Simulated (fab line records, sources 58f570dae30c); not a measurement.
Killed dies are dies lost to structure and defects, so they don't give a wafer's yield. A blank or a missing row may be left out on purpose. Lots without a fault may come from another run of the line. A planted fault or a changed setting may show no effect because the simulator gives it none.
fab line records | flow berkeley_cmos170
record lots=13 wafers=38 last_day=11
route steps=331 shown ZERO@12 PWELL@47 PFIELD@87 GATE@135
lots that met no fault: from a run of the same line without faults
start_h: hours from the record's first day to the start of the lot's first wafer shown | wait_h: hours since the lot's step before | " the same as in the row above | L1.1+2: a row that stands for several wafers | - no value, or no start given | * or withheld: withheld | < > ~ a bound
route shown NAME@n: a module of which the file shows steps, and the number in the route of the first | usual: mean/standard deviation of fault-free wafers | same: alike in all rows | chamber/n: place in a boat | sites: the reading at each site | _std_site: their standard deviation | _edge_site: outer sites' mean less inner sites' | radius_mm: how far each site lies from the wafer's centre | mask NAME#n: copy n | behind: the tool/chamber that last shaped the wafer | hold: why the lot was held/for how many hours/how that ended | device: the transistor (n, p or np) that didn't switch | end of line: the same wafers' tests at the end of the route | a step without rows: its recipe alone | killed: dies lost to structure and defects at the first sort, not the wafer's yield | map: a wafer's dies, x killed, . not, _ none there
set.NAME: the setting as run; set.NAME@STEP: as run at that earlier step | model.NAME: the simulator's own value behind a step, which no gauge read
steps of the route over a sample of lots; a table a step, a row a wafer
services: from which hour (start_h, from the record's first day; less than 0 if before it) a tool's chamber was out of use, for how many hours, and why
## steps
# step UCB170_ZERO_ETCH_06
# recipe chemistry=CHF3/CF4/Ar target=SiO2 time_s=12 pressure_mtorr=100 rf_w=500 CHF3_flow_sccm=50 cf4_flow_sccm=10 Ar_flow_sccm=120 over_etch_frac=1.58
# usual drypump_motor_current_A=5.7/0.4 oes_product_au=0.617/0.01 throttle_valve_pct=9.17/0.13
# columns lot.wafer tool chamber start_h wait_h drypump_motor_current_A oes_product_au rf_hours_counter_h throttle_valve_pct
L292.2 rie_diel-03 0 28.86 - 5.8 0.609 51 9.23
L292.4 " 2 " " 6.3 0.617 - 9.25
L292.5 " 0 " " 5.8 0.615 - 9.23
L293.1 rie_diel-01 3 31.93 - 5.5 0.605 149 9.08
L293.3 " 1 " " 6.0 0.618 144 8.98
L293.6 " 1 " " 6.0 0.612 - 8.98
L294.4 rie_diel-02 3 32.20 - 5.6 0.628 85 9.25
L294.5 " 2 " " 5.1 0.616 - 9.11
L294.6 " 1 " " 6.1 0.634 - 8.98
L295.1 rie_diel-03 2 37.57 - 6.3 0.618 131 9.26
L295.3 " 3 " " 4.8 0.613 171 9.23
L295.5 " 0 " " 5.8 0.609 - 9.23
L296.1 rie_diel-03 1 44.41 - 5.4 0.607 36 9.46
L296.3 " 0 " " 5.8 0.619 52 9.20
L296.5 " 3 " " 4.8 0.620 - 9.22
L297.2 rie_diel-01 3 46.93 - 5.5 0.613 150 9.06
L297.5 " 2 " " 5.9 0.630 - 9.27
L297.6 " 1 " " 6.0 0.613 - 9.00
L298.3 rie_diel-02 1 53.71 - 6.1 0.626 18 8.99
L298.5 " 1 " " 6.1 0.634 - 8.98
L298.6 " 2 " " 5.1 0.622 - 9.09
L299.2 rie_diel-01 0 58.93 - 5.6 0.591 2 9.15
L299.4 " 3 " " 5.6 0.604 150 9.09
L299.5 " 0 " " 5.6 0.599 - 9.15
L300.1 rie_diel-01 2 64.05 - 5.9 0.631 115 9.27
L300.2 " 0 " " 5.6 0.603 2 9.16
L300.6 " 1 " " 6.0 0.620 - 8.97
L301.2 rie_diel-03 2 71.11 - 6.4 0.615 133 9.25
L301.3 " 1 " " 5.4 0.606 38 9.48
L301.4 " 2 " " 6.3 0.614 - 9.26
L305.1 rie_diel-01 3 88.61 - 5.5 0.610 152 9.07
L305.3 " 1 " " 6.0 0.621 147 8.97
L305.6 " 3 " " 5.5 0.598 - 9.07
L306.1 rie_diel-02 2 91.70 - 5.1 0.626 162 9.08
L306.5 " 3 " " 5.6 0.628 - 9.25
L314.2 rie_diel-03 2 132.11 - 6.4 0.610 136 9.26
L314.3 " 1 " " 5.4 0.610 41 9.48
L314.4 " 3 " " 4.8 0.621 2 9.24
# step UCB170_PWELL_OVL_MEAS_13
# usual PWELL_OVL=0/5.5
# columns lot.wafer tool chamber start_h wait_h PWELL_OVL[nm]
L292.2 overlay-02 - 54.24 - -7
L292.4 " - " " -5
L292.5 " - " " -4
L294.4 overlay-02 - 58.71 - -7
L294.5 " - " " -1
L294.6 " - " " -4
L293.1 overlay-01 - 58.88 - 12
L293.3 " - " " 2
L293.6 " - " " 5
L295.1 overlay-01 - 62.96 - -3
L295.3 " - " " 5
L295.5 " - " " 1
L297.2 overlay-02 - 72.35 - 0
L297.5 " - " " 1
L297.6 " - " " -2
L296.1 overlay-01 - 72.46 - -1
L296.3 " - " " 2
L296.5 " - " " -6
L298.3 overlay-02 - 80.32 - 7
L298.5 " - " " 8
L298.6 " - " " -5
L299.2 overlay-02 - 90.17 - -6
L299.4 " - " " -5
L299.5 " - " " 0
L300.1 overlay-02 - 90.54 - 9
L300.2 " - " " 0
L300.6 " - " " 0
L301.2 overlay-02 - 95.72 - 0
L301.3 " - " " 6
L301.4 " - " " 2
L305.1 overlay-02 - 118.81 - -1
L305.3 " - " " 2
L305.6 " - " " -15
L306.1 overlay-01 - 123.17 - -8
L306.5 " - " " -8
L314.2 overlay-01 - 166.18 - 3
L314.3 " - " " -8
L314.4 " - " " 3
# step UCB170_PFIELD_STRIP_08
# recipe chemistry=O2 power_w=400 pressure_mtorr=3500 platen_temp_c=withheld o2_flow_sccm=400 overash_fraction=0.5
# usual drypump_motor_current_A=5.97/0.26 oes_product_au=0.735/0.0046 strip_time_to_endpoint_s=21.63/0.064
# same overash_fraction=0.5
# columns lot.wafer tool chamber start_h wait_h drypump_motor_current_A oes_product_au rf_hours_counter_h strip_time_to_endpoint_s
L292.2 plasma_asher-02 0 83.73 0.1 6.20 0.738 36 21.54
L292.4 " 1 " " 5.58 0.733 - 21.55
L292.5 " 0 " " 6.17 0.739 - 21.57
L293.1 plasma_asher-02 0 87.77 0.1 6.19 0.732 37 21.65
L293.3 " 1 " " 5.61 0.736 - 21.62
L293.6 " 0 " " 6.21 0.735 - 21.61
L294.4 plasma_asher-02 1 88.56 0.1 5.57 0.737 - 21.67
L294.5 " 1 " " 5.59 0.737 - 21.70
L294.6 " 0 " " 6.19 0.734 - 21.71
L295.1 plasma_asher-02 1 94.27 0.1 5.62 0.730 38 21.76
L295.3 " 0 " " 6.22 0.739 - 21.75
L295.5 " 1 " " 5.59 0.736 - 21.84
L296.1 plasma_asher-04 0 96.06 0.1 6.00 0.737 30 21.67
L296.3 " 0 " " 6.00 0.726 - 21.62
L296.5 " 1 " " 6.28 0.740 - 21.68
L297.2 plasma_asher-04 1 96.34 0.1 6.26 0.734 30 21.65
L297.5 " 0 " " 6.04 0.740 - 21.59
L297.6 " 1 " " 6.24 0.734 - 21.57
L298.3 plasma_asher-04 1 111.90 0.1 6.28 0.742 - 21.63
L298.5 " 1 " " 6.25 0.735 - 21.57
L298.6 " 0 " " 6.01 0.735 - 21.56
L299.2 plasma_asher-04 1 130.15 0.1 6.30 0.745 34 21.67
L299.4 " 0 " " 6.02 0.735 - 21.65
L299.5 " 1 " " 6.21 0.730 - 21.64
L300.1 plasma_asher-02 1 130.39 0.1 5.58 0.730 42 21.65
L300.2 " 0 " " 6.21 0.728 42 21.63
L300.6 " 1 " " 5.60 0.743 - 21.60
L301.2 plasma_asher-03 0 130.42 0.1 5.61 0.731 2 21.65
L301.3 " 0 " " 5.62 0.735 - 21.64
L301.4 " 1 " " 6.09 0.738 - 21.68
L305.1 plasma_asher-02 0 145.01 0.1 6.22 0.734 43 21.57
L305.3 " 0 " " 6.24 0.741 - 21.56
L305.6 " 1 " " 5.61 0.734 - 21.59
L306.1 plasma_asher-03 0 154.47 0.1 5.61 0.734 4 21.58
L306.5 " 1 " " 6.09 0.742 - 21.60
L314.2 plasma_asher-04 1 190.03 0.1 6.27 0.736 41 21.59
L314.3 " 0 " " 6.03 0.738 - 21.60
L314.4 " 1 " " 6.26 0.734 - 21.50
# step UCB170_GATE_EXPOSE_09
# recipe mask_id=POLY target_cd_nm=350 na=0.5 sigma_outer=0.6 source_shape=conventional dose_mj=21
# usual exposure_dose_mJ_cm2=20.999/0.022
# columns lot.wafer tool chamber start_h wait_h mask exposure_dose_mJ_cm2
L292.2 krf_scanner-02 0 131.96 - POLY#0 21.012
L292.4 " 0 " " POLY#0 20.992
L292.5 " 0 " " POLY#0 20.970
L293.1 krf_scanner-01 0 132.18 - POLY#0 20.983
L293.3 " 0 " " POLY#0 20.962
L293.6 " 0 " " POLY#0 20.982
L294.4 krf_scanner-02 0 132.48 - POLY#0 21.027
L294.5 " 0 " " POLY#0 21.009
L294.6 " 0 " " POLY#0 21.007
L295.1 krf_scanner-01 0 141.51 - POLY#0 20.987
L295.3 " 0 " " POLY#0 21.014
L295.5 " 0 " " POLY#0 20.986
L296.1 krf_scanner-02 0 141.75 - POLY#0 20.971
L296.3 " 0 " " POLY#0 20.981
L296.5 " 0 " " POLY#0 20.983
L297.2 krf_scanner-02 0 141.89 - POLY#0 20.994
L297.5 " 0 " " POLY#0 21.034
L297.6 " 0 " " POLY#0 20.998
L298.3 krf_scanner-02 0 154.71 - POLY#0 20.979
L298.5 " 0 " " POLY#0 20.950
L298.6 " 0 " " POLY#0 20.954
L301.2 krf_scanner-01 0 162.23 - POLY#0 21.017
L301.3 " 0 " " POLY#0 21.012
L301.4 " 0 " " POLY#0 21.006
L300.1 krf_scanner-01 0 162.33 - POLY#0 20.988
L300.2 " 0 " " POLY#0 20.971
L300.6 " 0 " " POLY#0 20.996
L299.2 krf_scanner-02 0 162.59 - POLY#0 21.030
L299.4 " 0 " " POLY#0 20.982
L299.5 " 0 " " POLY#0 21.026
L305.1 krf_scanner-02 0 181.55 - POLY#0 21.021
L305.3 " 0 " " POLY#0 20.996
L305.6 " 0 " " POLY#0 20.999
L306.1 krf_scanner-01 0 192.69 - POLY#0 20.894
L306.5 " 0 " " POLY#0 20.907
L314.2 krf_scanner-02 0 224.08 - POLY#0 21.021
L314.3 " 0 " " POLY#0 21.041
L314.4 " 0 " " POLY#0 21.026
# step UCB170_GATE_CD_MEAS_12
# recipe target_cd_nm=350
# usual cd_nm=350.1/1.4
# columns lot.wafer tool chamber start_h wait_h cd_nm
L292.2 cd_sem-02 - 132.35 - 350.6
L292.4 " - " " 350.7
L292.5 " - " " 350.3
L293.1 cd_sem-01 - 132.58 - 350.8
L293.3 " - " " 351.8
L293.6 " - " " 351.6
L294.4 cd_sem-01 - 132.88 - 351.0
L294.5 " - " " 352.8
L294.6 " - " " 352.5
L295.1 cd_sem-01 - 141.90 - 348.8
L295.3 " - " " 349.5
L295.5 " - " " 350.2
L296.1 cd_sem-01 - 142.14 - 347.0
L296.3 " - " " 347.5
L296.5 " - " " 347.8
L297.2 cd_sem-01 - 142.28 - 349.4
L297.5 " - " " 349.1
L297.6 " - " " 349.0
L298.3 cd_sem-01 - 155.10 - 350.9
L298.5 " - " " 350.5
L298.6 " - " " 349.9
L301.2 cd_sem-02 - 162.85 - 351.6
L301.3 " - " " 352.1
L301.4 " - " " 351.9
L300.1 cd_sem-01 - 162.98 - 349.2
L300.2 " - " " 351.3
L300.6 " - " " 350.4
L299.2 cd_sem-02 - 163.13 - 350.4
L299.4 " - " " 349.4
L299.5 " - " " 351.3
L305.1 cd_sem-02 - 182.39 - 352.7
L305.3 " - " " 351.3
L305.6 " - " " 351.7
L306.1 cd_sem-01 - 193.08 - 343.2
L306.5 " - " " 344.9
L314.2 cd_sem-01 - 224.83 - 351.2
L314.3 " - " " 349.7
L314.4 " - " " 349.2
## services
# columns tool chamber start_h hours kind
rie_diel-03 1 6.89 5.0 repair
krf_scanner-02 - 16.58 1.0 pm
plasma_asher-02 - 17.20 2.6 repair
krf_scanner-01 - 21.51 1.3 pm
krf_scanner-02 - 22.81 4.0 pm
rie_diel-03 1 28.17 4.4 repair
plasma_asher-04 - 30.92 3.8 repair
krf_scanner-02 - 32.59 0.8 pm
rie_diel-01 2 39.81 3.4 repair
rie_diel-01 - 48.03 0.5 repair
krf_scanner-02 - 72.85 1.3 pm
rie_diel-01 0 96.54 6.0 repair
rie_diel-03 2 108.32 1.7 repair
rie_diel-03 3 118.93 3.7 repair
rie_diel-01 - 122.59 2.8 pm
krf_scanner-02 - 157.49 1.1 repair
krf_scanner-02 - 185.62 1.0 pm
rie_diel-01 - 194.32 0.5 repair
rie_diel-01 3 201.18 4.9 repair
krf_scanner-02 - 201.39 0.8 pm
krf_scanner-02 - 202.37 3.6 pm
plasma_asher-02 - 207.21 2.6 repair
rie_diel-03 - 215.94 28.1 pm
krf_scanner-02 - 216.66 4.4 pm
## key
first_sign step=UCB170_GATE_EXPOSE_09 reading=exposure_dose_mJ_cm2 direction=down sigmas=4.5 usual=20.999 struck=20.901
effect step=UCB170_GATE_CD_MEAS_12 reading=cd_nm direction=down sigmas=4.5 usual=350.1 struck=344.0 through=control_loop
met_at UCB170_GATE_EXPOSE_09
struck_lots L306
tester_left_out L306
loop_trim step=UCB170_GATE_EXPOSE_09 setting=dose lots=L306
not_acting_at UCB170_ZERO_ETCH_06,UCB170_PWELL_OVL_MEAS_13,UCB170_PFIELD_STRIP_08
onset_between 162.33 192.69
fault kind=process_parameter_drift tool=krf_scanner-01 chamber=- onset_h=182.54 steps=UCB170_GATE_EXPOSE_09 channel=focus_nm offset=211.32 spread_by_wafer=0.3 shape=step end_h=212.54
# tester_left_out: of these lots the tester's yield and bins aren't shown, on N5 and GAA mostly nor the transistor test; their killed dies are dies lost to structure and defects alone, not to doping, threshold or leakage, so they don't give the yield
# loop_trim: a control loop set the setting to another value than it would have without faults
